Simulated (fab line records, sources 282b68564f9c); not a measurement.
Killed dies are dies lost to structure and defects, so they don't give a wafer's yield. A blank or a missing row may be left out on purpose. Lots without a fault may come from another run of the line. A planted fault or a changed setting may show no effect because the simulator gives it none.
A struck lot beside a sound one | flow rit_cmos | 29 steps out of a route of 202
Sound: wafers L498.2, L498.3, L498.4. Struck: wafers L488.4, L488.5, L488.6. The cause comes at the end.
At each step with rows: each side's tool, then ch and its chambers, then its first start. Under that, the readings that differ: sound wafers | struck wafers | difference of the means | sigmas: that difference in standard deviations of wafers without a fault.
alike: readings whose means differ by less than 2 such deviations, and words and numbers that are the same on both sides. not compared: withheld readings, readings that some wafer has no value for, bounds like >300 that may hide the same value, and numbers for which the record gives no deviation and whose values overlap.
The two part at a step that has a row with sigmas, a row that says differs or no value, or rows on one side only. Numbers that don't overlap but have no deviation are shown without sigmas and don't part them. A reading that every wafer of one side lacks parts them only if that side has two wafers or more.

first, 6 steps without rows for these wafers: RIT_SDANNEAL_CLEAN_02 (cleans in SC2, time 600 s); RIT_SDANNEAL_RTA_03 (time 5 s); RIT_SILICIDE_WET_ETCH_00 (etches SiO2 in BOE, target depth 14 nm, time 15.33 s); RIT_SILICIDE_SPUTTER_01 (material Ti, target thk 30 nm, time 240 s); RIT_SILICIDE_RTA_04 (time 10 s, ramp up 5 s, ramp down 5 s); RIT_SILICIDE_WET_ETCH_05 (etches Ti in SPM, time 120 s).
RIT_SILICIDE_RTA_06: time 10 s, ramp up 5 s, ramp down 10 s.
  sound on rtp_anneal-02 ch 0, day 6 17:13; struck on rtp_anneal-01 ch 0, day 4 06:59
  alike: wafer_temp_C_max
then, 21 steps without rows for these wafers: RIT_CONTACT_CVD_00 (deposits SiO2 from TEOS, target thk 400 nm, time 61 s); RIT_CONTACT_HMDS_02 (prime time 60 s); RIT_CONTACT_COAT_03 (resist thk 1000 nm); RIT_CONTACT_SOFTBAKE_04 (time 60 s); RIT_CONTACT_EXPOSE_05 (exposes mask M11, target cd 1000 nm); RIT_CONTACT_PEB_06; RIT_CONTACT_DEVELOP_07 (develop time 120 s); RIT_CONTACT_HARDBAKE_10 (time 60 s); RIT_CONTACT_ETCH_11 (etches SiO2 in CHF3/CF4/Ar, stops on TiSi2, target depth 480 nm, time 320 s); RIT_CONTACT_STRIP_12 (strips in O2, time 180 s); RIT_CONTACT_CLEAN_13 (cleans in SC1, time 600 s); RIT_CONTACT_CLEAN_14 (cleans in SC2, time 600 s); RIT_M1_SPUTTER_00 (material Al, target thk 400 nm, time 500 s); RIT_M1_HMDS_03 (prime time 60 s); RIT_M1_COAT_04 (resist thk 1283 nm); RIT_M1_SOFTBAKE_05 (time 60 s); RIT_M1_EXPOSE_06 (exposes mask M12, target cd 2600 nm); RIT_M1_PEB_07; RIT_M1_DEVELOP_08 (develop time 68 s); RIT_M1_HARDBAKE_11 (time 120 s); RIT_M1_METAL_ETCH_12 (etches Al in Cl2/BCl3, stops on SiO2, time 165 s, target depth 600 nm).
RIT_M1_PROBE_99:
  sound on prober-01, day 6 23:49; struck on prober-01, day 4 15:57
  reading                           | sound             | struck            | difference | sigmas
  model.etest.npoly_sal.rs_ohm_sq   | 4.331 4.292 4.324 | 4.215 4.258 4.199 | -0.092     |
  model.etest.ppoly_sal.rs_ohm_sq   | 4.296 4.272 4.316 | 4.143 4.189 4.139 | -0.138     |
  model.etest.pplus_sal.rs_ohm_sq   | 4.29 4.271 4.286  | 4.158 4.186 4.147 | -0.119     |
  model.etest.nplus_sal.rs_ohm_sq   | 4.297 4.27 4.28   | 4.123 4.199 4.173 | -0.117     |
  model.etest.pplus_sal.line_ohm_um | 1.249 1.244 1.245 | 1.202 1.211 1.191 | -0.045     |
  model.etest.nplus_sal.line_ohm_um | 1.25 1.252 1.248  | 1.205 1.211 1.207 | -0.042     |
  alike: killed_at_M0_to_M3, killed_at_contacts, killed_at_front_end, killed_dies, killed_open, killed_short

WHERE THEY PART
Nowhere in this record.

WHY: what the simulator had put in
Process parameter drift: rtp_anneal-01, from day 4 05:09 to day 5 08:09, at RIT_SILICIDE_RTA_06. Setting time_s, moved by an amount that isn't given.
